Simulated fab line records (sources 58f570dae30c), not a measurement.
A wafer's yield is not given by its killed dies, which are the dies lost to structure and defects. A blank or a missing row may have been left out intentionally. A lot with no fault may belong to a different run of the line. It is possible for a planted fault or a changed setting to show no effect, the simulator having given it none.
Chamber matching -- flow berkeley-cmos170 -- UCB170_GATE_ETCH_14 on rie-diel-01: 4 sister chambers
The step etches BARC in N2/H2. 4 wafers are shown with their chamber, then 7 later ones without.

WAFERS, EACH WITH ITS CHAMBER
wafer,chamber,throttle-valve-pct (%)
L665.5,3,13.23
L667.3,1,13.50
L673.1,0,13.31
L673.3,2,13.25

WAFERS MISSING THEIR CHAMBER
wafer,throttle-valve-pct (%)
L673.4,13.26
L676.1,13.33
L676.4,13.48
L676.5,13.23
L678.2,13.50
L678.4,13.26
L678.6,13.25

CHAMBER TAKEN BY EACH
wafer,from the rows above,in truth
L673.4,can't be placed: 2 or 3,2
L676.1,0,0
L676.4,1,1
L676.5,can't be placed: 3 or 2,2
L678.2,1,1
L678.4,can't be placed: 2 or 3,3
L678.6,can't be placed: 2 or 3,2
Correctly placed: 3 of 7. Not placeable from these rows: 4 (in 4, the candidates include the true chamber). 0 placed wrongly.
How it was worked out, from the rows above alone: a wafer's distance from a chamber is the root of the sum, over the readings, of the square of ((its reading less the chamber's mean) divided by the reading's scatter). If the next closest chamber is less than 2 further off than the closest, the wafer can't be placed; otherwise it belongs to the closest. Each chamber's mean is taken over the wafers shown for it. The scatter: with one shown wafer a chamber, the root of the mean of the squares of how far each hidden wafer lies from its nearest shown one.
